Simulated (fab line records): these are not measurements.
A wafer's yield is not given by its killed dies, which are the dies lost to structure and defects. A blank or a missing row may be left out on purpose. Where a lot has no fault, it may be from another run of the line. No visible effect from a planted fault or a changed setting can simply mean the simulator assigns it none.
fab line records :: flow rit-cmos
record:
  lots: 7
  wafers: 21
  last-day: 4
route steps=202 shown NWELL@35 PWELL@39 WELLDRIVE@50 NRETRO@53
lots that met no fault: taken from a fault-free run of the same line
start-h: start of the lot's first displayed wafer, in hours after the record's first day :: wait-h: hours since the lot's step before :: " identical to the entry in the row above :: L1.1+2: a single row standing in for several wafers :: - no value, or no start was given :: * or withheld: withheld :: < > ~ a bound
route shown NAME@n: names a module that has steps shown in the file, with the first one's number in the route :: usual: mean/standard deviation of fault-free wafers :: same: alike in all rows :: chamber/n: place in a boat :: sites: the reading at each site :: _std_site: standard deviation across them :: _edge_site: inner sites' mean taken away from outer sites' mean :: radius-mm: for every site, how far away it sits from the centre of the wafer :: mask NAME#n: copy n :: behind: the last tool/chamber to shape the wafer :: hold: why the lot was held/for how many hours/how that ended :: device: which transistor (n, p or np) failed to switch :: end of line: the same wafers' tests at the end of the route :: step lacking rows: just its recipe :: killed: dies lost to structure and defects at the first sort, not the wafer's yield :: map: dies across one wafer; x = killed, . = not, _ = none there
set.NAME: the setting that was run; set.NAME@STEP: the one run at that earlier step :: model.NAME: the simulator's own value behind a step, which no gauge read
a table for each step, a row for each wafer; lots at some steps of the route
services: a tool's chamber out of use, with start hour (start-h, from the record's first day; less than 0 if before it), hours out, and reason
== steps ==
step: RIT_NWELL_HARDBAKE_07
recipe:
  resist: NOVOLAK
  temp-c: 140
  time-s: 120
step: RIT_NWELL_IMPLANT_08
recipe:
  species: P
  energy-kev: 171
  dose-cm2: 5e+13
  tilt-deg: 7
step: RIT_NWELL_STRIP_09
recipe:
  chemistry: O2
  time-s: 180
  resist: NOVOLAK
  platen-temp-c: withheld
  power-w: 500
  pressure-mtorr: 4000
  o2-flow-sccm: 4000
usual:
  drypump-motor-current-A: 6.08/0.2
lot.wafer: L417.1
tool: plasma-asher-03
chamber: 1
start-h: 23.75
wait-h: 0.1
drypump-motor-current-A: 5.92
rf-hours-counter-h: 25

lot.wafer: L417.3
tool: plasma-asher-03
chamber: 1
start-h: 23.75
wait-h: 0.1
drypump-motor-current-A: 5.96
rf-hours-counter-h: -

lot.wafer: L417.5
tool: plasma-asher-03
chamber: 1
start-h: 23.75
wait-h: 0.1
drypump-motor-current-A: 5.98
rf-hours-counter-h: -

lot.wafer: L418.2
tool: plasma-asher-04
chamber: 0
start-h: 29.45
wait-h: 0.1
drypump-motor-current-A: 6.02
rf-hours-counter-h: 34

lot.wafer: L418.5
tool: plasma-asher-04
chamber: 1
start-h: 29.45
wait-h: 0.1
drypump-motor-current-A: 6.42
rf-hours-counter-h: -

lot.wafer: L418.6
tool: plasma-asher-04
chamber: 0
start-h: 29.45
wait-h: 0.1
drypump-motor-current-A: 5.99
rf-hours-counter-h: -

lot.wafer: L420.1
tool: plasma-asher-04
chamber: 1
start-h: 37.11
wait-h: 0.1
drypump-motor-current-A: 6.43
rf-hours-counter-h: 35

lot.wafer: L420.2
tool: plasma-asher-04
chamber: 0
start-h: 37.11
wait-h: 0.1
drypump-motor-current-A: 6.07
rf-hours-counter-h: 35

lot.wafer: L420.6
tool: plasma-asher-04
chamber: 1
start-h: 37.11
wait-h: 0.1
drypump-motor-current-A: 6.41
rf-hours-counter-h: -

lot.wafer: L422.1
tool: plasma-asher-03
chamber: 0
start-h: 47.29
wait-h: 0.1
drypump-motor-current-A: 6.18
rf-hours-counter-h: 27

lot.wafer: L422.2
tool: plasma-asher-03
chamber: 1
start-h: 47.29
wait-h: 0.1
drypump-motor-current-A: 5.99
rf-hours-counter-h: 27

lot.wafer: L422.4
tool: plasma-asher-03
chamber: 1
start-h: 47.29
wait-h: 0.1
drypump-motor-current-A: 5.99
rf-hours-counter-h: -

lot.wafer: L424.4
tool: plasma-asher-03
chamber: 1
start-h: 56.80
wait-h: 0.1
drypump-motor-current-A: 5.97
rf-hours-counter-h: -

lot.wafer: L424.5
tool: plasma-asher-03
chamber: 0
start-h: 56.80
wait-h: 0.1
drypump-motor-current-A: 6.13
rf-hours-counter-h: -

lot.wafer: L424.6
tool: plasma-asher-03
chamber: 1
start-h: 56.80
wait-h: 0.1
drypump-motor-current-A: 5.96
rf-hours-counter-h: -

lot.wafer: L425.2
tool: plasma-asher-02
chamber: 1
start-h: 64.09
wait-h: 0.1
drypump-motor-current-A: 5.74
rf-hours-counter-h: 42

lot.wafer: L425.3
tool: plasma-asher-02
chamber: 0
start-h: 64.09
wait-h: 0.1
drypump-motor-current-A: 6.05
rf-hours-counter-h: -

lot.wafer: L425.4
tool: plasma-asher-02
chamber: 1
start-h: 64.09
wait-h: 0.1
drypump-motor-current-A: 5.74
rf-hours-counter-h: -

lot.wafer: L426.1
tool: plasma-asher-03
chamber: 0
start-h: 68.18
wait-h: 0.1
drypump-motor-current-A: 6.14
rf-hours-counter-h: 29

lot.wafer: L426.4
tool: plasma-asher-03
chamber: 0
start-h: 68.18
wait-h: 0.1
drypump-motor-current-A: 6.14
rf-hours-counter-h: -

lot.wafer: L426.5
tool: plasma-asher-03
chamber: 0
start-h: 68.18
wait-h: 0.1
drypump-motor-current-A: 6.16
rf-hours-counter-h: -
step: RIT_NWELL_TW_MEAS_10
usual:
  NWELL_TW: 2149/34
lot.wafer: L417.1
tool: film-metro-03
chamber: -
start-h: 23.92
wait-h: 0.1
NWELL_TW: 2189

lot.wafer: L417.3
tool: film-metro-03
chamber: -
start-h: 23.92
wait-h: 0.1
NWELL_TW: 2191

lot.wafer: L417.5
tool: film-metro-03
chamber: -
start-h: 23.92
wait-h: 0.1
NWELL_TW: 2188

lot.wafer: L418.2
tool: film-metro-03
chamber: -
start-h: 29.64
wait-h: 0.1
NWELL_TW: 2191

lot.wafer: L418.5
tool: film-metro-03
chamber: -
start-h: 29.64
wait-h: 0.1
NWELL_TW: 2177

lot.wafer: L418.6
tool: film-metro-03
chamber: -
start-h: 29.64
wait-h: 0.1
NWELL_TW: 2195

lot.wafer: L420.1
tool: film-metro-01
chamber: -
start-h: 37.29
wait-h: 0.1
NWELL_TW: 2107

lot.wafer: L420.2
tool: film-metro-01
chamber: -
start-h: 37.29
wait-h: 0.1
NWELL_TW: 2111

lot.wafer: L420.6
tool: film-metro-01
chamber: -
start-h: 37.29
wait-h: 0.1
NWELL_TW: 2113

lot.wafer: L422.1
tool: film-metro-03
chamber: -
start-h: 47.47
wait-h: 0.1
NWELL_TW: 2181

lot.wafer: L422.2
tool: film-metro-03
chamber: -
start-h: 47.47
wait-h: 0.1
NWELL_TW: 2182

lot.wafer: L422.4
tool: film-metro-03
chamber: -
start-h: 47.47
wait-h: 0.1
NWELL_TW: 2176

lot.wafer: L424.4
tool: film-metro-01
chamber: -
start-h: 56.95
wait-h: 0.1
NWELL_TW: 2115

lot.wafer: L424.5
tool: film-metro-01
chamber: -
start-h: 56.95
wait-h: 0.1
NWELL_TW: 2102

lot.wafer: L424.6
tool: film-metro-01
chamber: -
start-h: 56.95
wait-h: 0.1
NWELL_TW: 2112

lot.wafer: L425.2
tool: film-metro-04
chamber: -
start-h: 64.28
wait-h: 0.1
NWELL_TW: 2152

lot.wafer: L425.3
tool: film-metro-04
chamber: -
start-h: 64.28
wait-h: 0.1
NWELL_TW: 2147

lot.wafer: L425.4
tool: film-metro-04
chamber: -
start-h: 64.28
wait-h: 0.1
NWELL_TW: 2133

lot.wafer: L426.1
tool: film-metro-01
chamber: -
start-h: 68.36
wait-h: 0.1
NWELL_TW: 2095

lot.wafer: L426.4
tool: film-metro-01
chamber: -
start-h: 68.36
wait-h: 0.1
NWELL_TW: 2111

lot.wafer: L426.5
tool: film-metro-01
chamber: -
start-h: 68.36
wait-h: 0.1
NWELL_TW: 2117
step: RIT_PWELL_HMDS_00
recipe:
  prime-time-s: 60
  prime-temp-c: 140
step: RIT_PWELL_COAT_01
recipe:
  resist: NOVOLAK
  spin-rpm: 2000
  resist-thk-nm: 1300
step: RIT_PWELL_SOFTBAKE_02
recipe:
  resist: NOVOLAK
  temp-c: 90
  time-s: 59.02
step: RIT_PWELL_EXPOSE_03
recipe:
  mask-id: M3
  na: 0.57
  target-cd-nm: 43700
  dose-mj: 250
step: RIT_PWELL_PEB_04
recipe:
  resist: NOVOLAK
  temp-c: withheld
  time-s: withheld
step: RIT_PWELL_DEVELOP_05
recipe:
  resist: NOVOLAK
  develop-time-s: 68
  dev-temp-c: 23
step: RIT_PWELL_OVL_MEAS_06
usual:
  PWELL_OVL: -0.1/1.6
lot.wafer: L417.1
tool: overlay-02
chamber: -
start-h: 25.11
wait-h: -
PWELL_OVL[nm]: -2.8

lot.wafer: L417.3
tool: overlay-02
chamber: -
start-h: 25.11
wait-h: -
PWELL_OVL[nm]: -1.3

lot.wafer: L417.5
tool: overlay-02
chamber: -
start-h: 25.11
wait-h: -
PWELL_OVL[nm]: -1.2

lot.wafer: L418.2
tool: overlay-01
chamber: -
start-h: 30.70
wait-h: -
PWELL_OVL[nm]: 0.8

lot.wafer: L418.5
tool: overlay-01
chamber: -
start-h: 30.70
wait-h: -
PWELL_OVL[nm]: 0.6

lot.wafer: L418.6
tool: overlay-01
chamber: -
start-h: 30.70
wait-h: -
PWELL_OVL[nm]: 1.1

lot.wafer: L420.1
tool: overlay-01
chamber: -
start-h: 38.35
wait-h: -
PWELL_OVL[nm]: 2.2

lot.wafer: L420.2
tool: overlay-01
chamber: -
start-h: 38.35
wait-h: -
PWELL_OVL[nm]: -0.7

lot.wafer: L420.6
tool: overlay-01
chamber: -
start-h: 38.35
wait-h: -
PWELL_OVL[nm]: 0.8

lot.wafer: L422.1
tool: overlay-01
chamber: -
start-h: 48.55
wait-h: -
PWELL_OVL[nm]: -1.4

lot.wafer: L422.2
tool: overlay-01
chamber: -
start-h: 48.55
wait-h: -
PWELL_OVL[nm]: -0.9

lot.wafer: L422.4
tool: overlay-01
chamber: -
start-h: 48.55
wait-h: -
PWELL_OVL[nm]: -1.9

lot.wafer: L424.4
tool: overlay-02
chamber: -
start-h: 57.87
wait-h: -
PWELL_OVL[nm]: -0.3

lot.wafer: L424.5
tool: overlay-02
chamber: -
start-h: 57.87
wait-h: -
PWELL_OVL[nm]: -2.5

lot.wafer: L424.6
tool: overlay-02
chamber: -
start-h: 57.87
wait-h: -
PWELL_OVL[nm]: 0.4

lot.wafer: L425.2
tool: overlay-01
chamber: -
start-h: 65.48
wait-h: -
PWELL_OVL[nm]: -1.4

lot.wafer: L425.3
tool: overlay-01
chamber: -
start-h: 65.48
wait-h: -
PWELL_OVL[nm]: -1.5

lot.wafer: L425.4
tool: overlay-01
chamber: -
start-h: 65.48
wait-h: -
PWELL_OVL[nm]: -0.9

lot.wafer: L426.1
tool: overlay-01
chamber: -
start-h: 69.42
wait-h: -
PWELL_OVL[nm]: -0.2

lot.wafer: L426.4
tool: overlay-01
chamber: -
start-h: 69.42
wait-h: -
PWELL_OVL[nm]: -1.7

lot.wafer: L426.5
tool: overlay-01
chamber: -
start-h: 69.42
wait-h: -
PWELL_OVL[nm]: 0.9
step: RIT_PWELL_HARDBAKE_07
recipe:
  resist: NOVOLAK
  temp-c: 140
  time-s: 120
step: RIT_PWELL_IMPLANT_08
recipe:
  species: B
  energy-kev: 170
  dose-cm2: 7e+13
  tilt-deg: 7
usual:
  implant-ion-amu: 11/0
lot.wafer: L417.1
tool: implanter-03
chamber: 0
start-h: 25.40
wait-h: 0.2
implant-ion-amu: 11
model.implant.rp-nm: 480.9
model.implant.drp-nm: 102.9

lot.wafer: L417.3
tool: implanter-03
chamber: 0
start-h: 25.40
wait-h: 0.2
implant-ion-amu: 11
model.implant.rp-nm: 480.9
model.implant.drp-nm: 102.9

lot.wafer: L417.5
tool: implanter-03
chamber: 0
start-h: 25.40
wait-h: 0.2
implant-ion-amu: 11
model.implant.rp-nm: 480.9
model.implant.drp-nm: 102.9

lot.wafer: L418.2
tool: implanter-03
chamber: 0
start-h: 31.00
wait-h: 0.2
implant-ion-amu: 11
model.implant.rp-nm: 487.5
model.implant.drp-nm: 102.9

lot.wafer: L418.5
tool: implanter-03
chamber: 0
start-h: 31.00
wait-h: 0.2
implant-ion-amu: 11
model.implant.rp-nm: 487.5
model.implant.drp-nm: 102.9

lot.wafer: L418.6
tool: implanter-03
chamber: 0
start-h: 31.00
wait-h: 0.2
implant-ion-amu: 11
model.implant.rp-nm: 487.5
model.implant.drp-nm: 102.9

lot.wafer: L420.1
tool: implanter-03
chamber: 0
start-h: 38.64
wait-h: 0.2
implant-ion-amu: 11
model.implant.rp-nm: 468.7
model.implant.drp-nm: 102.9

lot.wafer: L420.2
tool: implanter-03
chamber: 0
start-h: 38.64
wait-h: 0.2
implant-ion-amu: 11
model.implant.rp-nm: 468.7
model.implant.drp-nm: 102.9

lot.wafer: L420.6
tool: implanter-03
chamber: 0
start-h: 38.64
wait-h: 0.2
implant-ion-amu: 11
model.implant.rp-nm: 468.7
model.implant.drp-nm: 102.9

lot.wafer: L422.1
tool: implanter-04
chamber: 0
start-h: 48.83
wait-h: 0.2
implant-ion-amu: 11
model.implant.rp-nm: 476.9
model.implant.drp-nm: 102.9

lot.wafer: L422.2
tool: implanter-04
chamber: 0
start-h: 48.83
wait-h: 0.2
implant-ion-amu: 11
model.implant.rp-nm: 476.9
model.implant.drp-nm: 102.9

lot.wafer: L422.4
tool: implanter-04
chamber: 0
start-h: 48.83
wait-h: 0.2
implant-ion-amu: 11
model.implant.rp-nm: 476.9
model.implant.drp-nm: 102.9

lot.wafer: L424.4
tool: implanter-04
chamber: 0
start-h: 58.22
wait-h: 0.2
implant-ion-amu: 31
model.implant.rp-nm: 216.9
model.implant.drp-nm: 68.82

lot.wafer: L424.5
tool: implanter-04
chamber: 0
start-h: 58.22
wait-h: 0.2
implant-ion-amu: 31
model.implant.rp-nm: 216.9
model.implant.drp-nm: 68.82

lot.wafer: L424.6
tool: implanter-04
chamber: 0
start-h: 58.22
wait-h: 0.2
implant-ion-amu: 31
model.implant.rp-nm: 216.9
model.implant.drp-nm: 68.82

lot.wafer: L425.2
tool: implanter-03
chamber: 0
start-h: 65.79
wait-h: 0.2
implant-ion-amu: 31
model.implant.rp-nm: 211.6
model.implant.drp-nm: 68.82

lot.wafer: L425.3
tool: implanter-03
chamber: 0
start-h: 65.79
wait-h: 0.2
implant-ion-amu: 31
model.implant.rp-nm: 211.6
model.implant.drp-nm: 68.82

lot.wafer: L425.4
tool: implanter-03
chamber: 0
start-h: 65.79
wait-h: 0.2
implant-ion-amu: 31
model.implant.rp-nm: 211.6
model.implant.drp-nm: 68.82

lot.wafer: L426.1
tool: implanter-04
chamber: 0
start-h: 69.71
wait-h: 0.2
implant-ion-amu: 31
model.implant.rp-nm: 213.6
model.implant.drp-nm: 68.82

lot.wafer: L426.4
tool: implanter-04
chamber: 0
start-h: 69.71
wait-h: 0.2
implant-ion-amu: 31
model.implant.rp-nm: 213.6
model.implant.drp-nm: 68.82

lot.wafer: L426.5
tool: implanter-04
chamber: 0
start-h: 69.71
wait-h: 0.2
implant-ion-amu: 31
model.implant.rp-nm: 213.6
model.implant.drp-nm: 68.82
step: RIT_PWELL_STRIP_09
recipe:
  chemistry: O2
  time-s: 180
  resist: NOVOLAK
  platen-temp-c: withheld
  power-w: 500
  pressure-mtorr: 4000
  o2-flow-sccm: 4000
usual:
  drypump-motor-current-A: 6.00/0.29
lot.wafer: L417.1
tool: plasma-asher-01
chamber: 1
start-h: 25.55
wait-h: 0.1
drypump-motor-current-A: 5.67
rf-hours-counter-h: 38

lot.wafer: L417.3
tool: plasma-asher-01
chamber: 0
start-h: 25.55
wait-h: 0.1
drypump-motor-current-A: 5.64
rf-hours-counter-h: -

lot.wafer: L417.5
tool: plasma-asher-01
chamber: 0
start-h: 25.55
wait-h: 0.1
drypump-motor-current-A: 5.66
rf-hours-counter-h: -

lot.wafer: L418.2
tool: plasma-asher-02
chamber: 1
start-h: 31.13
wait-h: 0.1
drypump-motor-current-A: 5.73
rf-hours-counter-h: 39

lot.wafer: L418.5
tool: plasma-asher-02
chamber: 1
start-h: 31.13
wait-h: 0.1
drypump-motor-current-A: 5.72
rf-hours-counter-h: -

lot.wafer: L418.6
tool: plasma-asher-02
chamber: 0
start-h: 31.13
wait-h: 0.1
drypump-motor-current-A: 6.05
rf-hours-counter-h: -

lot.wafer: L420.1
tool: plasma-asher-04
chamber: 1
start-h: 38.79
wait-h: 0.1
drypump-motor-current-A: 6.45
rf-hours-counter-h: 36

lot.wafer: L420.2
tool: plasma-asher-04
chamber: 0
start-h: 38.79
wait-h: 0.1
drypump-motor-current-A: 6.01
rf-hours-counter-h: 36

lot.wafer: L420.6
tool: plasma-asher-04
chamber: 1
start-h: 38.79
wait-h: 0.1
drypump-motor-current-A: 6.46
rf-hours-counter-h: -

lot.wafer: L422.1
tool: plasma-asher-04
chamber: 0
start-h: 48.98
wait-h: 0.1
drypump-motor-current-A: 6.01
rf-hours-counter-h: 37

lot.wafer: L422.2
tool: plasma-asher-04
chamber: 1
start-h: 48.98
wait-h: 0.1
drypump-motor-current-A: 6.41
rf-hours-counter-h: 37

lot.wafer: L422.4
tool: plasma-asher-04
chamber: 0
start-h: 48.98
wait-h: 0.1
drypump-motor-current-A: 6.05
rf-hours-counter-h: -

lot.wafer: L424.4
tool: plasma-asher-01
chamber: 1
start-h: 58.35
wait-h: 0.1
drypump-motor-current-A: 5.64
rf-hours-counter-h: -

lot.wafer: L424.5
tool: plasma-asher-01
chamber: 0
start-h: 58.35
wait-h: 0.1
drypump-motor-current-A: 5.63
rf-hours-counter-h: -

lot.wafer: L424.6
tool: plasma-asher-01
chamber: 1
start-h: 58.35
wait-h: 0.1
drypump-motor-current-A: 5.66
rf-hours-counter-h: -

lot.wafer: L425.2
tool: plasma-asher-04
chamber: 1
start-h: 65.91
wait-h: 0.1
drypump-motor-current-A: 6.42
rf-hours-counter-h: 39

lot.wafer: L425.3
tool: plasma-asher-04
chamber: 0
start-h: 65.91
wait-h: 0.1
drypump-motor-current-A: 6.02
rf-hours-counter-h: -

lot.wafer: L425.4
tool: plasma-asher-04
chamber: 1
start-h: 65.91
wait-h: 0.1
drypump-motor-current-A: 6.46
rf-hours-counter-h: -

lot.wafer: L426.1
tool: plasma-asher-02
chamber: 0
start-h: 69.86
wait-h: 0.1
drypump-motor-current-A: 6.04
rf-hours-counter-h: 43

lot.wafer: L426.4
tool: plasma-asher-02
chamber: 0
start-h: 69.86
wait-h: 0.1
drypump-motor-current-A: 6.05
rf-hours-counter-h: -

lot.wafer: L426.5
tool: plasma-asher-02
chamber: 1
start-h: 69.86
wait-h: 0.1
drypump-motor-current-A: 5.71
rf-hours-counter-h: -
step: RIT_PWELL_TW_MEAS_10
usual:
  PWELL_TW: 954/15
lot.wafer: L417.1
tool: film-metro-01
chamber: -
start-h: 25.72
wait-h: 0.1
PWELL_TW: 943

lot.wafer: L417.3
tool: film-metro-01
chamber: -
start-h: 25.72
wait-h: 0.1
PWELL_TW: 939

lot.wafer: L417.5
tool: film-metro-01
chamber: -
start-h: 25.72
wait-h: 0.1
PWELL_TW: 941

lot.wafer: L418.2
tool: film-metro-01
chamber: -
start-h: 31.31
wait-h: 0.1
PWELL_TW: 937

lot.wafer: L418.5
tool: film-metro-01
chamber: -
start-h: 31.31
wait-h: 0.1
PWELL_TW: 937

lot.wafer: L418.6
tool: film-metro-01
chamber: -
start-h: 31.31
wait-h: 0.1
PWELL_TW: 938

lot.wafer: L420.1
tool: film-metro-03
chamber: -
start-h: 38.96
wait-h: 0.1
PWELL_TW: 968

lot.wafer: L420.2
tool: film-metro-03
chamber: -
start-h: 38.96
wait-h: 0.1
PWELL_TW: 971

lot.wafer: L420.6
tool: film-metro-03
chamber: -
start-h: 38.96
wait-h: 0.1
PWELL_TW: 974

lot.wafer: L422.1
tool: film-metro-03
chamber: -
start-h: 49.16
wait-h: 0.1
PWELL_TW: 966

lot.wafer: L422.2
tool: film-metro-03
chamber: -
start-h: 49.16
wait-h: 0.1
PWELL_TW: 971

lot.wafer: L422.4
tool: film-metro-03
chamber: -
start-h: 49.16
wait-h: 0.1
PWELL_TW: 974

lot.wafer: L424.4
tool: film-metro-03
chamber: -
start-h: 58.50
wait-h: 0.1
PWELL_TW: 2433

lot.wafer: L424.5
tool: film-metro-03
chamber: -
start-h: 58.50
wait-h: 0.1
PWELL_TW: 2414

lot.wafer: L424.6
tool: film-metro-03
chamber: -
start-h: 58.50
wait-h: 0.1
PWELL_TW: 2415

lot.wafer: L425.2
tool: film-metro-03
chamber: -
start-h: 66.10
wait-h: 0.1
PWELL_TW: 2421

lot.wafer: L425.3
tool: film-metro-03
chamber: -
start-h: 66.10
wait-h: 0.1
PWELL_TW: 2417

lot.wafer: L425.4
tool: film-metro-03
chamber: -
start-h: 66.10
wait-h: 0.1
PWELL_TW: 2429

lot.wafer: L426.1
tool: film-metro-03
chamber: -
start-h: 70.03
wait-h: 0.1
PWELL_TW: 2429

lot.wafer: L426.4
tool: film-metro-03
chamber: -
start-h: 70.03
wait-h: 0.1
PWELL_TW: 2426

lot.wafer: L426.5
tool: film-metro-03
chamber: -
start-h: 70.03
wait-h: 0.1
PWELL_TW: 2423
step: RIT_WELLDRIVE_ANNEAL_00
recipe:
  temp-c: 1100
  time-s: 14700
  ambient: N2
step: RIT_WELLDRIVE_RS_MEAS_01
recipe:
  thk-meas-gauge: four-point-probe
usual:
  NWELL_RS: 275.5/0.84
lot.wafer: L417.1
tool: film-metro-03
chamber: -
start-h: 30.86
wait-h: 0.0
NWELL_RS[ohm/sq]: 276.2

lot.wafer: L417.3
tool: film-metro-03
chamber: -
start-h: 30.86
wait-h: 0.0
NWELL_RS[ohm/sq]: 275.1

lot.wafer: L417.5
tool: film-metro-03
chamber: -
start-h: 30.86
wait-h: 0.0
NWELL_RS[ohm/sq]: 275.3

lot.wafer: L418.2
tool: film-metro-04
chamber: -
start-h: 36.65
wait-h: 0.0
NWELL_RS[ohm/sq]: 275.6

lot.wafer: L418.5
tool: film-metro-04
chamber: -
start-h: 36.65
wait-h: 0.0
NWELL_RS[ohm/sq]: 275.0

lot.wafer: L418.6
tool: film-metro-04
chamber: -
start-h: 36.65
wait-h: 0.0
NWELL_RS[ohm/sq]: 275.1

lot.wafer: L420.1
tool: film-metro-03
chamber: -
start-h: 44.52
wait-h: 0.0
NWELL_RS[ohm/sq]: 276.4

lot.wafer: L420.2
tool: film-metro-03
chamber: -
start-h: 44.52
wait-h: 0.0
NWELL_RS[ohm/sq]: 276.3

lot.wafer: L420.6
tool: film-metro-03
chamber: -
start-h: 44.52
wait-h: 0.0
NWELL_RS[ohm/sq]: 276.4

lot.wafer: L422.1
tool: film-metro-01
chamber: -
start-h: 54.68
wait-h: 0.0
NWELL_RS[ohm/sq]: 274.1

lot.wafer: L422.2
tool: film-metro-01
chamber: -
start-h: 54.68
wait-h: 0.0
NWELL_RS[ohm/sq]: 274.8

lot.wafer: L422.4
tool: film-metro-01
chamber: -
start-h: 54.68
wait-h: 0.0
NWELL_RS[ohm/sq]: 275.0

lot.wafer: L424.4
tool: film-metro-03
chamber: -
start-h: 63.84
wait-h: 0.1
NWELL_RS[ohm/sq]: 275.4

lot.wafer: L424.5
tool: film-metro-03
chamber: -
start-h: 63.84
wait-h: 0.1
NWELL_RS[ohm/sq]: 275.4

lot.wafer: L424.6
tool: film-metro-03
chamber: -
start-h: 63.84
wait-h: 0.1
NWELL_RS[ohm/sq]: 274.7

lot.wafer: L425.2
tool: film-metro-01
chamber: -
start-h: 72.46
wait-h: 0.0
NWELL_RS[ohm/sq]: 277.0

lot.wafer: L425.3
tool: film-metro-01
chamber: -
start-h: 72.46
wait-h: 0.0
NWELL_RS[ohm/sq]: 275.6

lot.wafer: L425.4
tool: film-metro-01
chamber: -
start-h: 72.46
wait-h: 0.0
NWELL_RS[ohm/sq]: 275.5

lot.wafer: L426.1
tool: film-metro-03
chamber: -
start-h: 75.41
wait-h: 0.0
NWELL_RS[ohm/sq]: 275.8

lot.wafer: L426.4
tool: film-metro-03
chamber: -
start-h: 75.41
wait-h: 0.0
NWELL_RS[ohm/sq]: 275.9

lot.wafer: L426.5
tool: film-metro-03
chamber: -
start-h: 75.41
wait-h: 0.0
NWELL_RS[ohm/sq]: 274.6
step: RIT_WELLDRIVE_RS_MEAS_02
recipe:
  thk-meas-gauge: four-point-probe
usual:
  PWELL_RS: 429.3/1.1
lot.wafer: L417.1
tool: film-metro-03
chamber: -
start-h: 30.98
wait-h: 0.1
PWELL_RS[ohm/sq]: 429.3

lot.wafer: L417.3
tool: film-metro-03
chamber: -
start-h: 30.98
wait-h: 0.1
PWELL_RS[ohm/sq]: 430.2

lot.wafer: L417.5
tool: film-metro-03
chamber: -
start-h: 30.98
wait-h: 0.1
PWELL_RS[ohm/sq]: 430.6

lot.wafer: L418.2
tool: film-metro-04
chamber: -
start-h: 36.77
wait-h: 0.1
PWELL_RS[ohm/sq]: 429.7

lot.wafer: L418.5
tool: film-metro-04
chamber: -
start-h: 36.77
wait-h: 0.1
PWELL_RS[ohm/sq]: 430.1

lot.wafer: L418.6
tool: film-metro-04
chamber: -
start-h: 36.77
wait-h: 0.1
PWELL_RS[ohm/sq]: 429.3

lot.wafer: L420.1
tool: film-metro-03
chamber: -
start-h: 44.64
wait-h: 0.1
PWELL_RS[ohm/sq]: 429.6

lot.wafer: L420.2
tool: film-metro-03
chamber: -
start-h: 44.64
wait-h: 0.1
PWELL_RS[ohm/sq]: 429.9

lot.wafer: L420.6
tool: film-metro-03
chamber: -
start-h: 44.64
wait-h: 0.1
PWELL_RS[ohm/sq]: 430.0

lot.wafer: L422.1
tool: film-metro-01
chamber: -
start-h: 54.80
wait-h: 0.1
PWELL_RS[ohm/sq]: 428.7

lot.wafer: L422.2
tool: film-metro-01
chamber: -
start-h: 54.80
wait-h: 0.1
PWELL_RS[ohm/sq]: 428.8

lot.wafer: L422.4
tool: film-metro-01
chamber: -
start-h: 54.80
wait-h: 0.1
PWELL_RS[ohm/sq]: 428.1

lot.wafer: L424.4
tool: film-metro-03
chamber: -
start-h: 63.96
wait-h: 0.1
PWELL_RS[ohm/sq]: 83.5

lot.wafer: L424.5
tool: film-metro-03
chamber: -
start-h: 63.96
wait-h: 0.1
PWELL_RS[ohm/sq]: 83.7

lot.wafer: L424.6
tool: film-metro-03
chamber: -
start-h: 63.96
wait-h: 0.1
PWELL_RS[ohm/sq]: 83.5

lot.wafer: L425.2
tool: film-metro-01
chamber: -
start-h: 72.58
wait-h: 0.1
PWELL_RS[ohm/sq]: 83.6

lot.wafer: L425.3
tool: film-metro-01
chamber: -
start-h: 72.58
wait-h: 0.1
PWELL_RS[ohm/sq]: 83.5

lot.wafer: L425.4
tool: film-metro-01
chamber: -
start-h: 72.58
wait-h: 0.1
PWELL_RS[ohm/sq]: 83.5

lot.wafer: L426.1
tool: film-metro-03
chamber: -
start-h: 75.53
wait-h: 0.1
PWELL_RS[ohm/sq]: 83.8

lot.wafer: L426.4
tool: film-metro-03
chamber: -
start-h: 75.53
wait-h: 0.1
PWELL_RS[ohm/sq]: 83.7

lot.wafer: L426.5
tool: film-metro-03
chamber: -
start-h: 75.53
wait-h: 0.1
PWELL_RS[ohm/sq]: 83.8
step: RIT_NRETRO_HMDS_00
recipe:
  prime-time-s: 60
  prime-temp-c: 140
== services ==
tool: plasma-asher-02
chamber: -
start-h: 9.44
hours: 1.0
kind: repair

tool: implanter-04
chamber: -
start-h: 40.73
hours: 2.8
kind: repair

tool: plasma-asher-02
chamber: -
start-h: 47.67
hours: 6.0
kind: repair

tool: plasma-asher-03
chamber: -
start-h: 57.27
hours: 5.9
kind: repair
== key ==
first-sign:
  step: RIT_PWELL_IMPLANT_08
  reading: implant-ion-amu
  direction: up
  sigmas: 99+
  usual: 11
  struck: 31
effect:
  step: RIT_PWELL_TW_MEAS_10
  reading: PWELL_TW
  direction: up
  sigmas: 99+
  usual: 954
  struck: 2423
effect:
  step: RIT_WELLDRIVE_RS_MEAS_02
  reading: PWELL_RS
  direction: down
  sigmas: 99+
  usual: 429.3
  struck: 83.6
model-effect:
  step: RIT_PWELL_IMPLANT_08
  value: implant.rp-nm
  without: 482.6
  struck: 214
met-at RIT_PWELL_IMPLANT_08
struck-wafers L424.4,L424.5,L424.6,L425.2,L425.3,L425.4,L426.1,L426.4,L426.5
sort-left-out L424.4,L424.5,L424.6,L425.2,L425.3,L425.4,L426.1,L426.4,L426.5
tester-left-out L424,L425,L426
onset-between 48.83 58.22
fault:
  kind: wrong-recipe-download
  tool: implanter-01,implanter-03,implanter-04
  chamber: -
  onset-h: 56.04
  steps: RIT_PWELL_IMPLANT_08
  wrong-recipe.not-listed: 1
tester-left-out: of these lots the tester's yield and bins aren't shown, on N5 and GAA mostly nor the transistor test; their killed dies are dies lost to structure and defects alone, not to doping, threshold or leakage, so they don't give the yield
sort-left-out: the simulated sort isn't trusted on such a fault, so these wafers' sort isn't shown, and their yield isn't known
